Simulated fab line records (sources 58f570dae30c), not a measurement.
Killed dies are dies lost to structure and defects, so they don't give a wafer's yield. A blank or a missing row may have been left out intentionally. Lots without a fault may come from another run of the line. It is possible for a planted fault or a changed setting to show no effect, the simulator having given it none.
Which tool was responsible? | flow berkeley cmos170 | 14 lots, 42 wafers sampled, at 2 steps of a route of 331

== WHAT EACH GAUGE READ, for each wafer ==
UCB170_PLDD_CD_MEAS_06 targets a cd of 1200 nm. Usual: cd nm 1200.3 nm, standard deviation 1.4.
lot  | measured     | on        | cd nm (nm)           | flag
L825 | day 7 00:26  | cd sem-01 | 1201.9 1201.6 1201.7 |
L822 | day 7 00:42  | cd sem-01 | 1200.6 1199.9 1200.9 |
L824 | day 7 00:59  | cd sem-01 | 1200.5 1200.5 1200.6 |
L823 | day 7 01:04  | cd sem-02 | 1201.6 1201.7 1202.8 |
L827 | day 7 10:22  | cd sem-02 | 1200.6 1201.0 1201.2 |
L826 | day 7 10:38  | cd sem-01 | 1200.1 1199.3 1199.9 |
L832 | day 8 09:52  | cd sem-02 | 1199.0 1199.7 1199.1 |
L833 | day 8 21:18  | cd sem-01 | 1204.2 1204.5 1202.3 |
L834 | day 8 22:02  | cd sem-01 | 1198.8 1199.6 1199.0 |
L835 | day 9 02:42  | cd sem-01 | 1211.1 1211.3 1211.2 | OFF
L836 | day 9 03:03  | cd sem-02 | 1198.7 1197.4 1198.0 |
L837 | day 9 13:53  | cd sem-02 | 1210.5 1212.8 1210.8 | OFF
L841 | day 10 10:02 | cd sem-01 | 1197.4 1197.5 1199.4 |
L843 | day 10 19:29 | cd sem-01 | 1201.6 1201.5 1201.7 |

== EACH LOT AND THE TOOL THAT RAN IT (in order: tool; ch and the chambers of the sampled wafers; start) ==
lot  | UCB170_PLDD_SOFTBAKE_02
L825 | litho track-02 ch 0, day 6 23:43
L822 | litho track-04 ch 0, day 6 23:50
L824 | litho track-02 ch 0, day 7 00:11
L823 | litho track-04 ch 0, day 7 00:16
L827 | litho track-04 ch 0, day 7 09:07
L826 | litho track-03 ch 0, day 7 09:29
L832 | litho track-04 ch 0, day 8 08:49
L833 | litho track-04 ch 0, day 8 20:36
L834 | litho track-04 ch 0, day 8 21:03
L835 | litho track-04 ch 0, day 9 02:10
L836 | litho track-03 ch 0, day 9 02:23
L837 | litho track-04 ch 0, day 9 12:47
L841 | litho track-02 ch 0, day 10 09:10
L843 | litho track-03 ch 0, day 10 18:56
- UCB170_PLDD_SOFTBAKE_02: time 60 s.

== WHAT THE TOOLS THEMSELVES READ (means of the sampled wafers that have a number; where no wafer has one, the mark that the record gives instead) ==
UCB170_PLDD_SOFTBAKE_02. Usual: heater power total W 56.80 W, standard deviation 0.044; plate temp C 130.01 C, standard deviation 0.13.
lot  | tool           | heater power total W (W) | plate temp C (C) | flag
L825 | litho track-02 | 56.78                    | 130.00           |
L822 | litho track-04 | 56.80                    | 130.12           |
L824 | litho track-02 | 56.79                    | 130.14           |
L823 | litho track-04 | 56.82                    | 130.04           |
L827 | litho track-04 | 56.88                    | 129.95           |
L826 | litho track-03 | 56.81                    | 129.96           |
L832 | litho track-04 | 56.81                    | 130.07           |
L833 | litho track-04 | 56.80                    | 129.89           |
L834 | litho track-04 | 56.84                    | 129.91           |
L835 | litho track-04 | 59.26                    | 134.38           | OFF
L836 | litho track-03 | 56.74                    | 130.03           |
L837 | litho track-04 | 59.24                    | 134.26           | OFF
L841 | litho track-02 | 56.76                    | 130.02           |
L843 | litho track-03 | 56.83                    | 129.87           |

== THE ANSWER, worked out from the rows above alone ==
Rule: a lot counts as off when the mean over its wafers that have a number is more than 3 standard deviations away from the usual mean. Also off: a lot with no number at a reading for which 4 or more lots have one. The other lots that the step has rows for count as sound. After the gauges, taken in route order, come the tools' own readings; for these a lot's mean is taken, as printed above. The first step at which some lot is off is used, and at that step the reading that is off furthest; a lot without a number counts as furthest.
Off: L835, L837 (UCB170_PLDD_CD_MEAS_06, cd nm).
If a tool, at a process step before that reading, ran all the lots that are off and no sound lot after the first of them, it fits. Not tried: the gauges at UCB170_PLDD_CD_MEAS_06; whatever is off there is also off at UCB170_PLDD_SOFTBAKE_02, on other tools, and gauge error can't account for it. One fits: UCB170_PLDD_SOFTBAKE_02 on litho track-04. Its last sound lot is L834 (day 8 21:03), its first lot that is off L835 (day 9 02:10): a fault that began between those two fits.
The tool's own readings at UCB170_PLDD_SOFTBAKE_02 bear it out: on the lots that are off they differ by more than 5 times the standard deviation of the sound lots' means. heater power total W reads 59.25 W there against 56.80 W on the sound lots; plate temp C reads 134.32 C there against 130.00 C on the sound lots.

== WHAT THE SIMULATOR PUT IN ==
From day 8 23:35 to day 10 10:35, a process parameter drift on litho track-04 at UCB170_PLDD_SOFTBAKE_02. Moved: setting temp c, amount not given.
Struck lots among those shown: L835, L837. The rule given above showed the same thing.
